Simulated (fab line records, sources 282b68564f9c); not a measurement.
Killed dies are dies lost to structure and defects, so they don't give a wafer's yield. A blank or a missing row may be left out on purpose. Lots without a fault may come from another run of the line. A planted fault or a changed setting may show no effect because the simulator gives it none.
fab line records | flow rit_cmos
record lots=6 wafers=18 last_day=7
route steps=202 shown NRETRO@60 PRETRO@64 GATE@75 M1@202
lots that met no fault: from a run of the same line without faults
start_h: hours from the record's first day to the start of the lot's first wafer shown | wait_h: hours since the lot's step before | " the same as in the row above | L1.1+2: a row that stands for several wafers | - no value, or no start given | * or withheld: withheld | < > ~ a bound
route shown NAME@n: a module of which the file shows steps, and the number in the route of the first | usual: mean/standard deviation of fault-free wafers | same: alike in all rows | chamber/n: place in a boat | sites: the reading at each site | _std_site: their standard deviation | _edge_site: outer sites' mean less inner sites' | radius_mm: how far each site lies from the wafer's centre | mask NAME#n: copy n | behind: the tool/chamber that last shaped the wafer | hold: why the lot was held/for how many hours/how that ended | device: the transistor (n, p or np) that didn't switch | end of line: the same wafers' tests at the end of the route | a step without rows: its recipe alone | killed: dies lost to structure and defects at the first sort, not the wafer's yield | map: a wafer's dies, x killed, . not, _ none there
set.NAME: the setting as run; set.NAME@STEP: as run at that earlier step | model.NAME: the simulator's own value behind a step, which no gauge read
lots at some steps of the route; a table a step, a row a wafer
services: from which hour (start_h, from the record's first day; less than 0 if before it) a tool's chamber was out of use, for how many hours, and why
## steps
# step RIT_NRETRO_HARDBAKE_07
# recipe resist=NOVOLAK temp_c=140 time_s=120
# step RIT_NRETRO_IMPLANT_08
# recipe species=P energy_kev=70.94 dose_cm2=1e+13 tilt_deg=7
# step RIT_NRETRO_STRIP_09
# recipe chemistry=O2 time_s=180 resist=NOVOLAK platen_temp_c=withheld power_w=500 pressure_mtorr=4000 o2_flow_sccm=4000
# usual drypump_motor_current_A=5.7/0.63
# columns lot.wafer tool chamber start_h wait_h drypump_motor_current_A rf_hours_counter_h
L343.1 plasma_asher-04 0 33.48 0.1 5.8 40
L343.3 " 0 " " 5.8 -
L343.4 " 1 " " 6.9 -
L355.2 plasma_asher-01 1 92.49 0.1 5.1 29
L355.3 " 0 " " 5.8 -
L355.4 " 1 " " 5.1 -
L361.2 plasma_asher-04 0 121.28 0.1 5.8 50
L361.3 " 0 " " 5.8 -
L361.5 " 1 " " 6.8 -
L362.1 plasma_asher-01 1 126.27 0.1 5.1 33
L362.3 " 0 " " 5.8 -
L362.5 " 1 " " 5.1 -
L364.1 plasma_asher-01 1 135.82 0.1 5.1 35
L364.3 " 1 " " 5.1 -
L364.5 " 1 " " 5.1 -
L365.1 plasma_asher-04 0 141.62 0.1 5.8 52
L365.3 " 0 " " 5.8 -
L365.5 " 0 " " 5.8 -
# step RIT_NRETRO_TW_MEAS_10
# usual NRETRO_TW=1058/9.5
# columns lot.wafer tool chamber start_h wait_h NRETRO_TW
L343.1 film_metro-03 - 33.66 0.1 1055
L343.3 " - " " 1056
L343.4 " - " " 1055
L355.2 film_metro-03 - 92.67 0.1 1053
L355.3 " - " " 1058
L355.4 " - " " 1054
L361.2 film_metro-02 - 121.46 0.1 1050
L361.3 " - " " 1049
L361.5 " - " " 1051
L362.1 film_metro-02 - 126.44 0.1 1053
L362.3 " - " " 1053
L362.5 " - " " 1052
L364.1 film_metro-02 - 136.00 0.1 1047
L364.3 " - " " 1054
L364.5 " - " " 1049
L365.1 film_metro-04 - 141.79 0.1 1066
L365.3 " - " " 1065
L365.5 " - " " 1074
# step RIT_PRETRO_HMDS_00
# recipe prime_time_s=60 prime_temp_c=140
# step RIT_PRETRO_COAT_01
# recipe resist=NOVOLAK spin_rpm=2000 resist_thk_nm=1300
# step RIT_PRETRO_SOFTBAKE_02
# recipe resist=NOVOLAK temp_c=90 time_s=60
# step RIT_PRETRO_EXPOSE_03
# recipe mask_id=M5 na=0.57 target_cd_nm=43700 dose_mj=250
# step RIT_PRETRO_PEB_04
# recipe resist=NOVOLAK temp_c=withheld time_s=withheld
# step RIT_PRETRO_DEVELOP_05
# recipe resist=NOVOLAK develop_time_s=66.59 dev_temp_c=23
# step RIT_PRETRO_OVL_MEAS_06
# usual PRETRO_OVL=0.7/1.4
# columns lot.wafer tool chamber start_h wait_h PRETRO_OVL[nm]
L343.1 overlay-01 - 34.60 - 3.5
L343.3 " - " " -0.3
L343.4 " - " " 1.5
L355.2 overlay-01 - 93.74 - -1.7
L355.3 " - " " -2.1
L355.4 " - " " -1.0
L361.2 overlay-01 - 122.52 - 0.6
L361.3 " - " " 1.5
L361.5 " - " " 0.7
L362.1 overlay-02 - 127.38 - 0.2
L362.3 " - " " 1.7
L362.5 " - " " 0.8
L364.1 overlay-01 - 137.06 - 0.3
L364.3 " - " " 1.1
L364.5 " - " " 0.5
L365.1 overlay-02 - 142.75 - 2.2
L365.3 " - " " 4.2
L365.5 " - " " 2.9
# step RIT_PRETRO_HARDBAKE_07
# recipe resist=NOVOLAK temp_c=140 time_s=120
# step RIT_PRETRO_IMPLANT_08
# recipe species=B energy_kev=45 dose_cm2=1.2e+13 tilt_deg=7
# usual beam_energy_keV=44.998/0.013
# columns lot.wafer tool chamber start_h wait_h beam_energy_keV model.implant.rp_nm model.implant.drp_nm
L343.1 implanter-01 0 34.88 0.2 45.002 145.2 55.07
L343.3 " 0 " " 45.001 145.2 55.07
L343.4 " 0 " " 45.014 145.2 55.07
L355.2 implanter-01 0 94.04 0.2 44.972 145.4 55.07
L355.3 " 0 " " 44.981 145.4 55.07
L355.4 " 0 " " 44.986 145.4 55.07
L361.2 implanter-01 0 122.83 0.2 54.906 170.7 61.68
L361.3 " 0 " " 54.910 170.7 61.68
L361.5 " 0 " " 54.894 170.7 61.68
L362.1 implanter-04 0 127.67 0.2 45.020 141 55.07
L362.3 " 0 " " 44.974 141 55.07
L362.5 " 0 " " 44.991 141 55.07
L364.1 implanter-01 0 137.35 0.2 54.867 173.7 61.68
L364.3 " 0 " " 54.887 173.7 61.68
L364.5 " 0 " " 54.879 173.7 61.68
L365.1 implanter-04 0 143.04 0.2 45.009 144.2 55.07
L365.3 " 0 " " 44.999 144.2 55.07
L365.5 " 0 " " 44.971 144.2 55.07
# step RIT_PRETRO_STRIP_09
# recipe chemistry=O2 time_s=180 resist=NOVOLAK platen_temp_c=withheld power_w=500 pressure_mtorr=4000 o2_flow_sccm=4000
# usual drypump_motor_current_A=5.9/0.66
# columns lot.wafer tool chamber start_h wait_h drypump_motor_current_A rf_hours_counter_h
L343.1 plasma_asher-04 0 35.03 0.1 5.8 40
L343.3 " 0 " " 5.8 -
L343.4 " 1 " " 6.8 -
L355.2 plasma_asher-04 0 94.17 0.1 5.8 46
L355.3 " 0 " " 5.8 -
L355.4 " 1 " " 6.9 -
L361.2 plasma_asher-03 0 122.95 0.1 5.2 1
L361.3 " 0 " " 5.2 -
L361.5 " 1 " " 5.1 -
L362.1 plasma_asher-03 1 127.82 0.1 5.1 1
L362.3 " 1 " " 5.1 -
L362.5 " 0 " " 5.2 -
L364.1 plasma_asher-02 0 137.50 0.1 5.6 49
L364.3 " 1 " " 5.4 -
L364.5 " 0 " " 5.6 -
L365.1 plasma_asher-04 0 143.19 0.1 5.8 52
L365.3 " 0 " " 5.8 -
L365.5 " 1 " " 6.9 -
# step RIT_PRETRO_TW_MEAS_10
# usual PRETRO_TW=477/3.9
# columns lot.wafer tool chamber start_h wait_h PRETRO_TW
L343.1 film_metro-03 - 35.21 0.1 476
L343.3 " - " " 476
L343.4 " - " " 478
L355.2 film_metro-01 - 94.35 0.1 480
L355.3 " - " " 480
L355.4 " - " " 478
L361.2 film_metro-03 - 123.14 0.1 490
L361.3 " - " " 494
L361.5 " - " " 490
L362.1 film_metro-02 - 127.99 0.1 473
L362.3 " - " " 475
L362.5 " - " " 472
L364.1 film_metro-01 - 137.67 0.1 497
L364.3 " - " " 496
L364.5 " - " " 496
L365.1 film_metro-02 - 143.36 0.1 474
L365.3 " - " " 474
L365.5 " - " " 475
# step RIT_GATE_WET_ETCH_00
# recipe chemistry=BOE target=SiO2 target_depth_nm=56 time_s=60 dry=n2_spin dilution=10:1 temp_c=21.5
# step RIT_M1_PROBE_99
# usual killed_at_front_end=7.1/2.7 killed_dies=7.2/2.7 killed_on_rim=1.9/1.2 killed_open=3.5/1.9 killed_short=3.6/1.9
# same gross_dies=264 killed_at_M0_to_M3=0 killed_at_M4_up=0 killed_at_back_side=0 killed_at_contacts=0 killed_at_other=0
# columns lot.wafer tool chamber start_h wait_h killed_at_front_end killed_dies killed_on_rim killed_open killed_short model.etest.nmos_0p3.r_on_ohm_um model.etest.nmos_turned.drive_ua_um model.etest.nmos_0p15.drive_ua_um model.etest.nmos_narrow.drive_ua_um model.etest.nmos_0p3.drive_ua_um model.etest.retro_edge_nmos.off_log10_a_um model.etest.nmos_0p15.off_log10_a_um model.etest.ring.quiet_log10_a
L343.1 prober-02 - 63.34 0.1 9 9 3 5 4 2100 335.5 486.4 234.2 234.9 -10.11 -10.22 -7.731
L343.3 prober-02 - 63.44 0.2 3 3 0 0 3 2130 332.9 471.3 230.5 233.1 -10.15 -10.21 -7.79
L343.4 prober-02 - 63.49 0.2 6 6 1 2 4 2131 322.4 469.1 232.3 230.2 -10.12 -10.41 -7.982
L355.2 prober-02 - 121.89 0.1 4 4 1 2 2 2104 348.4 487.7 232.1 232 -9.669 -9.752 -7.587
L355.3 prober-02 - 121.94 0.2 6 6 1 4 2 2116 342.3 472.1 228.5 230.9 -10.13 -10.27 -8.029
L355.4 prober-02 - 121.99 0.2 11 11 4 6 5 2094 349.7 488.8 231.6 230.4 -9.673 -9.77 -7.577
L361.2 prober-02 - 151.62 0.1 16 16 0 6 9 2084 343 490.2 240.2 241.2 -9.278 -9.412 -7.346
L361.3 prober-02 - 151.67 0.2 4 4 0 3 1 2082 341 479.1 238.1 239.4 -9.54 -9.66 -7.516
L361.5 prober-02 - 151.77 0.2 7 7 1 5 2 2059 352.7 485.1 245.9 248.1 -9.348 -9.539 -7.406
L362.1 prober-01 - 153.75 0.1 9 9 2 5 4 2126 350.5 478.1 230.7 225.2 -9.782 -9.892 -7.525
L362.3 prober-01 - 153.85 0.2 4 4 2 2 2 2084 358.8 495.3 239.7 234.6 -9.684 -9.76 -7.315
L362.5 prober-01 - 153.95 0.2 9 9 2 2 7 2096 359.3 492.2 233.8 230.3 -9.631 -9.867 -7.402
L364.1 prober-01 - 162.99 0.1 12 12 5 6 5 2065 358 485.4 251.8 246.8 -9.679 -9.832 -7.658
L364.3 prober-01 - 163.09 0.2 8 8 1 2 6 2011 368.7 503.3 246.8 246.3 -9.164 -9.254 -7.191
L364.5 prober-01 - 163.19 0.2 8 8 0 4 4 2078 361.3 487.3 246.1 244.5 -9.377 -9.394 -7.279
L365.1 prober-02 - 171.82 0.1 6 6 1 3 3 2105 317.7 488.7 236.9 232 -9.727 -9.828 -7.387
L365.3 prober-02 - 171.92 0.2 7 7 4 6 1 2096 328.9 487.1 237.8 235.6 -9.707 -9.866 -7.559
L365.5 prober-02 - 172.02 0.2 1 1 0 0 1 2145 318.4 477.8 228.9 227.1 -9.891 -10.08 -7.659
# killed by level:class
L343.1 GATE:geometric_particle:open=2 GATE:geometric_particle:short=2 SPACER:geometric_particle:open=2 FOX2:geometric_particle:short=1 SILICIDE:geometric_particle:short=1 SILICIDE:geometric_particle:open=1
L343.3 GATE:geometric_particle:short=2 SILICIDE:geometric_particle:short=1
L343.4 REOX:geometric_particle:short=2 SILICIDE:geometric_particle:open=2 GATE:geometric_particle:short=1 SILICIDE:geometric_particle:short=1
L355.2 FOX1:geometric_particle:open=1 GATE:geometric_particle:open=1 GATE:geometric_particle:short=1 SILICIDE:geometric_particle:short=1
L355.3 GATE:geometric_particle:open=2 REOX:geometric_particle:open=2 GATE:geometric_particle:short=1 REOX:geometric_particle:short=1
L355.4 SILICIDE:geometric_particle:open=3 FOX1:geometric_particle:short=2 GATE:geometric_particle:short=2 FOX1:geometric_particle:open=1 GATE:geometric_particle:open=1 REOX:geometric_particle:short=1 REOX:geometric_particle:open=1
L361.2 GATE:geometric_particle:short=5 GATE:geometric_particle:open=4 REOX:geometric_particle:short=3 SPACER:geometric_particle:open=2 FOX2:geometric_particle:short=1 NSD:coat_microbubble_printed=1
L361.3 FOX1:geometric_particle:open=1 GATE:geometric_particle:short=1 GATE:geometric_particle:open=1 SPACER:geometric_particle:open=1
L361.5 GATE:geometric_particle:open=3 FOX2:geometric_particle:open=1 FOX2:geometric_particle:short=1 GATE:geometric_particle:short=1 SPACER:geometric_particle:open=1
L362.1 FOX1:geometric_particle:open=3 FOX1:geometric_particle:short=1 FOX2:geometric_particle:short=1 GATE:geometric_particle:open=1 GATE:geometric_particle:short=1 REOX:geometric_particle:short=1 SILICIDE:geometric_particle:open=1
L362.3 FOX1:geometric_particle:open=1 FOX1:geometric_particle:short=1 REOX:geometric_particle:short=1 SILICIDE:geometric_particle:open=1
L362.5 FOX1:geometric_particle:short=3 FOX1:geometric_particle:open=1 FOX2:geometric_particle:short=1 GATE:geometric_particle:short=1 GATE:geometric_particle:open=1 SPACER:geometric_particle:short=1 SILICIDE:geometric_particle:short=1
L364.1 REOX:geometric_particle:short=4 SILICIDE:geometric_particle:open=3 GATE:geometric_particle:open=2 FOX1:geometric_particle:short=1 FOX2:geometric_particle:open=1 PRETRO:coat_microbubble_printed=1
L364.3 GATE:geometric_particle:short=3 FOX2:geometric_particle:short=2 GATE:geometric_particle:open=1 REOX:geometric_particle:open=1 REOX:geometric_particle:short=1
L364.5 GATE:geometric_particle:short=2 SPACER:geometric_particle:open=2 FOX2:geometric_particle:short=1 FOX2:geometric_particle:open=1 REOX:geometric_particle:open=1 REOX:geometric_particle:short=1
L365.1 SPACER:geometric_particle:short=2 FOX2:geometric_particle:open=1 GATE:geometric_particle:open=1 REOX:geometric_particle:short=1 SPACER:geometric_particle:open=1
L365.3 GATE:geometric_particle:open=4 FOX1:geometric_particle:open=1 REOX:geometric_particle:open=1 SPACER:geometric_particle:short=1
L365.5 REOX:geometric_particle:short=1
## services
# columns tool chamber start_h hours kind
implanter-01 - 28.41 5.5 pm
plasma_asher-01 - 40.98 2.3 repair
plasma_asher-02 - 41.58 7.8 repair
implanter-01 - 105.08 2.3 pm
plasma_asher-03 - 108.75 9.0 pm
plasma_asher-03 0 108.75 9.0 vent_cycle
plasma_asher-03 1 108.75 9.0 vent_cycle
plasma_asher-02 - 109.58 2.8 pm
plasma_asher-03 0 117.75 - clean
plasma_asher-03 1 117.75 - clean
## key
first_sign step=RIT_PRETRO_IMPLANT_08 reading=beam_energy_keV direction=up sigmas=99+ usual=44.998 struck=54.891
effect step=RIT_PRETRO_TW_MEAS_10 reading=PRETRO_TW direction=up sigmas=4.2 usual=477 struck=493
model_effect step=RIT_PRETRO_IMPLANT_08 value=implant.rp_nm without=143 struck=172.2
model_effect step=RIT_M1_PROBE_99 value=etest.nmos_0p3.r_on_ohm_um without=2176 struck=2063
met_at RIT_PRETRO_IMPLANT_08
struck_wafers L361.2,L361.3,L361.5,L364.1,L364.3,L364.5
tester_left_out L361,L364
onset_between 94.04 122.83
fault kind=process_parameter_drift tool=implanter-01 chamber=- onset_h=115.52 steps=RIT_PRETRO_IMPLANT_08 channel=energy_kev offset=9.9 shape=step end_h=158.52 acts_in=these_recipes_only stated=45
# tester_left_out: of these lots the tester's yield and bins aren't shown, on N5 and GAA mostly nor the transistor test; their killed dies are dies lost to structure and defects alone, not to doping, threshold or leakage, so they don't give the yield
